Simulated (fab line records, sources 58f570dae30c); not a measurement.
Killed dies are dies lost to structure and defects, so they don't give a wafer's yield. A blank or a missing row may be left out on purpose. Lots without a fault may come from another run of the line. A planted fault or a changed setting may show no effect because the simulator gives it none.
Which tool did it? | flow berkeley_cmos170 | 14 lots, 42 wafers sampled, at 4 steps of a route of 331

WHAT THE GAUGES READ, wafer by wafer
UCB170_WELLDRIVE_THK_MEAS_02. Usual: WELLDRIVE_OXIDE_THK 199 nm, standard deviation 3.8.
lot  | measured    | on            | WELLDRIVE_OXIDE_THK (nm) | flag
L991 | day 3 14:32 | film_metro-02 | 202 203 205              |
L992 | day 3 14:31 | film_metro-01 | 196 196 199              |
L993 | day 3 23:29 | film_metro-04 | 205 205 206              |
L994 | day 3 23:28 | film_metro-01 | 204 203 205              |
L995 | day 4 08:38 | film_metro-01 | 175 171 177              | OFF
L996 | day 4 08:38 | film_metro-04 | 178 177 182              | OFF
L997 | day 4 14:41 | film_metro-04 | 198 197 196              |
L101 | day 5 23:28 | film_metro-02 | 197 198 200              |
L105 | day 6 22:37 | film_metro-01 | 201 199 201              |
L110 | day 7 13:55 | film_metro-01 | 201 197 201              |
L111 | day 7 21:01 | film_metro-04 | 195 196 197              |
L112 | day 8 06:17 | film_metro-04 | 196 197 198              |
L113 | day 8 06:17 | film_metro-02 | 202 203 202              |
L114 | day 8 14:02 | film_metro-01 | 195 200 198              |

UCB170_NLDD_OVL_MEAS_07. Usual: NLDD_OVL -4 nm, standard deviation 4.6.
lot  | measured     | on         | NLDD_OVL (nm) | flag
L991 | day 6 12:15  | overlay-01 | -7 -10 -3     |
L992 | day 6 11:51  | overlay-02 | -8 0 -11      |
L993 | day 6 20:17  | overlay-02 | -5 -2 2       |
L994 | day 6 20:01  | overlay-02 | 5 4 4         |
L995 | day 7 10:24  | overlay-01 | -4 0 -4       |
L996 | day 7 09:43  | overlay-01 | -4 -3 2       |
L997 | day 7 19:14  | overlay-02 | 2 -2 -3       |
L101 | day 9 04:49  | overlay-01 | 10 4 -2       |
L105 | day 10 01:59 | overlay-01 | 1 -1 -3       |
L110 | day 10 22:07 | overlay-02 | -11 -3 -1     |
L111 | day 10 22:26 | overlay-01 | -3 -7 -5      |
L112 | day 11 08:01 | overlay-01 | 0 5 8         |
L113 | day 11 02:26 | overlay-02 | -11 -2 -8     |
L114 | day 11 16:14 | overlay-01 | -11 -11 -6    |

WHICH TOOL RAN EACH LOT (tool, then ch and the chambers of the sampled wafers, then the start)
lot  | UCB170_WELLDRIVE_OXIDATION_01 | UCB170_PFIELD_STRIP_08
L991 | furnace-01 ch 0, day 3 11:01  | plasma_asher-04 ch 0,1, day 4 09:41
L992 | furnace-01 ch 0, day 3 11:01  | plasma_asher-02 ch 0,1, day 4 09:37
L993 | furnace-04 ch 0, day 3 19:58  | plasma_asher-01 ch 0,1, day 4 18:55
L994 | furnace-04 ch 0, day 3 19:58  | plasma_asher-02 ch 0,1, day 4 18:17
L995 | furnace-04 ch 0, day 4 05:08  | plasma_asher-01 ch 0,1, day 5 09:32
L996 | furnace-04 ch 0, day 4 05:08  | plasma_asher-02 ch 0,1, day 5 09:19
L997 | furnace-03 ch 0, day 4 11:10  | plasma_asher-04 ch 0, day 5 15:59
L101 | furnace-01 ch 0, day 5 19:58  | plasma_asher-02 ch 0,1, day 6 19:03
L105 | furnace-01 ch 0, day 6 19:07  | plasma_asher-04 ch 0,1, day 7 20:32
L110 | furnace-01 ch 0, day 7 10:25  | plasma_asher-01 ch 0,1, day 8 12:20
L111 | furnace-04 ch 0, day 7 17:29  | plasma_asher-01 ch 0,1, day 8 19:25
L112 | furnace-01 ch 0, day 8 02:47  | plasma_asher-02 ch 0,1, day 9 02:16
L113 | furnace-01 ch 0, day 8 02:47  | plasma_asher-01 ch 0,1, day 9 02:10
L114 | furnace-01 ch 0, day 8 10:32  | plasma_asher-04 ch 0,1, day 9 15:38
- UCB170_WELLDRIVE_OXIDATION_01: target thk 199 nm, ox time 9000 s.
- UCB170_PFIELD_STRIP_08: strips in O2.

WHAT THE TOOLS THEMSELVES READ (means of the sampled wafers that have a number; where no wafer has one, the mark that the record gives instead)
UCB170_WELLDRIVE_OXIDATION_01. Usual: spike_tc_centre_C 1103.0 C, standard deviation 1.2; spike_tc_load_C 1125.1 C, standard deviation 2.9; spike_tc_source_C 1126 C, standard deviation 3.6; tube_center_temp_C 1100 C, standard deviation 0.11; tube_center_temp_C_max 1102.8, standard deviation 0.45; zone_power_centre_pct 51 %, standard deviation 3.4.
lot  | tool       | spike_tc_centre_C (C) | spike_tc_load_C (C) | spike_tc_source_C (C) | tube_center_temp_C (C) | tube_center_temp_C_max | zone_power_centre_pct (%) | flag
L991 | furnace-01 | 1102.2                | 1127.6              | 1122                  | 1100                   | 1103.1                 | 51                        |
L992 | furnace-01 | 1103.0                | 1128.3              | 1123                  | 1100                   | 1102.5                 | 52                        |
L993 | furnace-04 | 1103.1                | 1121.0              | 1128                  | 1100                   | 1103.1                 | 48                        |
L994 | furnace-04 | 1103.1                | 1121.5              | 1128                  | 1100                   | 1102.8                 | 48                        |
L995 | furnace-04 | 1083.9                | 1101.1              | 1108                  | 1080                   | 1082.6                 | 47                        | OFF
L996 | furnace-04 | 1082.8                | 1101.9              | 1108                  | 1080                   | 1082.8                 | 47                        | OFF
L997 | furnace-03 | 1102.1                | 1126.2              | 1130                  | 1100                   | 1103.0                 | 58                        |
L101 | furnace-01 | 1102.7                | 1127.5              | 1122                  | 1100                   | 1102.7                 | 52                        |
L105 | furnace-01 | 1101.3                | 1127.8              | 1123                  | 1100                   | 1102.4                 | 52                        |
L110 | furnace-01 | 1103.3                | 1127.4              | 1122                  | 1100                   | 1102.8                 | 52                        |
L111 | furnace-04 | 1103.3                | 1120.4              | 1129                  | 1100                   | 1102.5                 | 48                        |
L112 | furnace-01 | 1102.4                | 1127.2              | 1121                  | 1100                   | 1103.1                 | 51                        |
L113 | furnace-01 | 1103.1                | 1128.1              | 1122                  | 1100                   | 1102.6                 | 51                        |
L114 | furnace-01 | 1103.2                | 1128.4              | 1122                  | 1100                   | 1102.7                 | 52                        |

UCB170_PFIELD_STRIP_08. Usual: drypump_motor_current_A 5.9 A, standard deviation 0.38; oes_product_au 0.735 a.u., standard deviation 0.0046; strip_time_to_endpoint_s 21.63 s, standard deviation 0.053.
lot  | tool            | drypump_motor_current_A (A) | oes_product_au (a.u.) | strip_time_to_endpoint_s (s) | flag
L991 | plasma_asher-04 | 6.1                         | 0.734                 | 21.59                        |
L992 | plasma_asher-02 | 5.7                         | 0.733                 | 21.57                        |
L993 | plasma_asher-01 | 6.3                         | 0.735                 | 21.69                        |
L994 | plasma_asher-02 | 5.7                         | 0.735                 | 21.62                        |
L995 | plasma_asher-01 | 6.2                         | 0.740                 | 21.63                        |
L996 | plasma_asher-02 | 5.7                         | 0.732                 | 21.61                        |
L997 | plasma_asher-04 | 5.3                         | 0.737                 | 21.63                        |
L101 | plasma_asher-02 | 5.5                         | 0.733                 | 21.67                        |
L105 | plasma_asher-04 | 5.7                         | 0.732                 | 21.59                        |
L110 | plasma_asher-01 | 6.2                         | 0.733                 | 21.57                        |
L111 | plasma_asher-01 | 6.2                         | 0.732                 | 21.60                        |
L112 | plasma_asher-02 | 5.6                         | 0.731                 | 21.64                        |
L113 | plasma_asher-01 | 6.2                         | 0.737                 | 21.59                        |
L114 | plasma_asher-04 | 6.1                         | 0.735                 | 21.66                        |

THE ANSWER, worked out from the rows above alone
Rule: a lot is off if the mean of its wafers that have a number lies more than 3 standard deviations from the usual mean. A lot without any number at a reading at which 4 lots or more have one is off too. The other lots that the step has rows for count as sound. The gauges are gone through in route order, then the tools' own readings, and for those a lot's mean is taken as printed above. The first step at which some lot is off is used, and at that step the reading that is off furthest; a lot without a number counts as furthest.
Off: L995, L996, at UCB170_WELLDRIVE_THK_MEAS_02 (WELLDRIVE_OXIDE_THK).
A tool fits if, at a process step before that reading, it ran every lot that is off, and no sound lot after the first of them. The gauges at UCB170_WELLDRIVE_THK_MEAS_02 aren't tried: what is off there is off at UCB170_WELLDRIVE_OXIDATION_01 too, on other tools, and a gauge's error can't cause that. None of those tried fits.

WHAT THE SIMULATOR HAD PUT IN
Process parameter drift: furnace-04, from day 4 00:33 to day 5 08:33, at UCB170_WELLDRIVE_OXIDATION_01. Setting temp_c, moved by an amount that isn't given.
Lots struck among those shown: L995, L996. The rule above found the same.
